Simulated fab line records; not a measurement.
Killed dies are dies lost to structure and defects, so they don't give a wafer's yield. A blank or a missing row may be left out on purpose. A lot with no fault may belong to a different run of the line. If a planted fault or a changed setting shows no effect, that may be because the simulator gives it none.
Split-lot experiment -- flow berkeley_cmos170 -- route with 331 steps; 5 lots, 23 wafers read

## THE SPLIT ITSELF
At UCB170_CONTACT_COAT_04 (resist thk 900 nm), the setting resist_thk_nm was moved away from the recipe's 900 nm on 9 of the 23 wafers read, by -4.5% to +2.9%. For the rest of the wafers, this setting stayed at what the recipe calls for.

The split's own step is where the reading is taken.

## THE READING
KrF_of_CONTACT_COAT_04.thk_nm (the simulator's own value, which no gauge read), in nm, at UCB170_CONTACT_COAT_04 (resist thk 900 nm). The file gives no usual value for it. The 14 wafers here that ran the recipe average 900.8 nm, standard deviation 2 nm.

wafer,"tool, chamber at the split","resist_thk_nm as run, nm",against the recipe,"KrF_of_CONTACT_COAT_04.thk_nm, nm",against lot-mates on the recipe
L075.1,"litho_track-01, 0",900,recipe,898.4,-
L075.2,"litho_track-01, 0",859.9,-4.5%,859.2,-39.4
L075.3,"litho_track-01, 0",900,recipe,898.3,-
L075.4,"litho_track-01, 0",900,recipe,899.2,-
L075.5,"litho_track-01, 0",859.9,-4.5%,860.9,-37.7
L076.1,"litho_track-02, 0",900,recipe,899.5,-
L076.2,"litho_track-02, 0",900,recipe,900.5,-
L076.6,"litho_track-02, 0",900,recipe,901.2,-
L077.1,"litho_track-02, 0",884.6,-1.7%,890.2,-14.0
L077.2,"litho_track-02, 0",900,recipe,904.2,-
L077.3,"litho_track-02, 0",900,recipe,903.4,-
L077.4,"litho_track-02, 0",884.6,-1.7%,887.1,-17.1
L077.5,"litho_track-02, 0",900,recipe,904.9,-
L080.1,"litho_track-02, 0",862.7,-4.1%,865.9,-34.8
L080.2,"litho_track-02, 0",900,recipe,901.2,-
L080.3,"litho_track-02, 0",900,recipe,900.2,-
L080.5,"litho_track-02, 0",862.7,-4.1%,864.9,-35.8
L080.6,"litho_track-02, 0",862.7,-4.1%,867.2,-33.5
L082.1,"litho_track-01, 0",925.9,+2.9%,923.8,+23.6
L082.3,"litho_track-01, 0",925.9,+2.9%,923.1,+22.9
L082.4,"litho_track-01, 0",900,recipe,900.3,-
L082.5,"litho_track-01, 0",900,recipe,901,-
L082.6,"litho_track-01, 0",900,recipe,899.3,-

THE FIT
A straight line over all 23 wafers: KrF_of_CONTACT_COAT_04.thk_nm changes by +8.49 nm for each +1% of resist_thk_nm; r = +0.99; the points scatter about the line by 2.2 nm.
The same after taking each lot's own level away (the mean of its wafers on the recipe; 23 wafers): +8.43 nm for each +1%; r = +1.00; scatter 0.96 nm.
According to that fit, moving resist_thk_nm by its largest amount changes the reading by 38 nm.
The span of the lots' own levels, 898.63 to 904.17 nm, comes to 2.8 times the standard deviation stated above.
The two slopes are in agreement: the lot-to-lot level therefore moves the slope only a little.
Check: -37.4 nm against its lot-mates is what the line predicts for one of the wafers moved furthest among these (-4.5%) when that wafer is left out of the fit. Against them it came out at -39.4 nm.

## THESE WAFERS: OTHER SPLITS
These wafers also went through other splits before the reading. Each is held against what the fit with the lots' levels taken away leaves over:
other split on the same wafers,wafers away from the commonest value,r with KrF_of_CONTACT_COAT_04.thk_nm (lot level and that fit taken away)
UCB170_NSD_COAT_01 spin_rpm,8,-0.29
UCB170_SILICIDE_SPUTTER_01 time_s,8,-0.27

## THE WHOLE CHAIN: every reading that the file lists as answering this split, in the file's order
step,what it does,reading,change (the file's fit),r (the file's)
UCB170_CONTACT_COAT_04,resist thk 900 nm,"KrF_of_CONTACT_COAT_04.thk_nm (the simulator's own value, which no gauge read)",+8.48 nm for each +1% of the setting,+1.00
UCB170_CONTACT_STRIP_06,strips in O2,strip_time_to_endpoint_s,withheld for each +1% of the setting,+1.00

## FILE'S OWN FIT
KrF_of_CONTACT_COAT_04.thk_nm changes by +8.48 nm for each +1% of resist_thk_nm, r = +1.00.
